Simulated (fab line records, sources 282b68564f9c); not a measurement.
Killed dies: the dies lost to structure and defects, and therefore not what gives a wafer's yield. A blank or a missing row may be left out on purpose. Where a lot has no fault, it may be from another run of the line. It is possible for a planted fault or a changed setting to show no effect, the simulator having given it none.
Which tool did it?	flow rit-cmos	21 wafers from 7 lots sampled at 2 of the route's 202 steps

## WHAT THE GAUGES READ, wafer by wafer
RIT_WELLDRIVE_RS_MEAS_02: measures by four-point-probe.
lot	measured	on	PWELL_RS (ohm/sq)
L353	day 2 09:03	film-metro-04	429.4 430.6 430.2
L355	day 2 19:39	film-metro-04	429.8 429.5 430.6
L358	day 3 11:10	film-metro-04	431.6 430.9 429.6
L363	day 4 12:32	film-metro-01	429.9 430.2 428.6
L369	day 5 19:49	film-metro-03	429.1 429.8 429.8
L373	day 6 14:06	film-metro-04	426.4 425.2 426.5
L375	day 7 01:41	film-metro-01	428.7 428.9 429.2

## WHAT TOOL EACH LOT RAN ON (gives the tool, then ch and the chambers of the sampled wafers, and finally the start)
lot	RIT_PWELL_IMPLANT_08
L353	implanter-03 ch 0, day 2 03:10
L355	implanter-01 ch 0, day 2 13:39
L358	implanter-04 ch 0, day 3 05:35
L363	implanter-01 ch 0, day 4 06:57
L369	implanter-01 ch 0, day 5 14:10
L373	implanter-01 ch 0, day 6 07:46
L375	implanter-03 ch 0, day 6 20:05
- RIT_PWELL_IMPLANT_08

## THE ANSWER, worked out from the rows above alone
Rule: what is usual is taken from the lots themselves. The widest of any qualifying gaps counts: lots, ordered by their means at a reading, are off when they make up no more than a third of the lots, leave a main group of 4 or more, and stand apart from it by 3 or more times the standard deviation of that group's means. A main group is skipped when, at the precision printed for the reading in the tables above, its means are all equal. A lot without any number at a reading at which 4 lots or more have one is off too. Where the step has rows for the other lots, those lots are counted as sound.
Off: at RIT_WELLDRIVE_RS_MEAS_02 (PWELL_RS), L373. Mean 429.8 ohm/sq and standard deviation 0.54 in the main group.
A tool fits if, at a process step before that reading, it ran every lot that is off, and no sound lot after the first of them. Gauges at RIT_WELLDRIVE_RS_MEAS_02: tried the same way as those tools. This does not decide it: 2 tools fit, namely implanter-01 at RIT_PWELL_IMPLANT_08 and film-metro-04 at RIT_WELLDRIVE_RS_MEAS_02.

## WHAT THE SIMULATOR HAD INSERTED
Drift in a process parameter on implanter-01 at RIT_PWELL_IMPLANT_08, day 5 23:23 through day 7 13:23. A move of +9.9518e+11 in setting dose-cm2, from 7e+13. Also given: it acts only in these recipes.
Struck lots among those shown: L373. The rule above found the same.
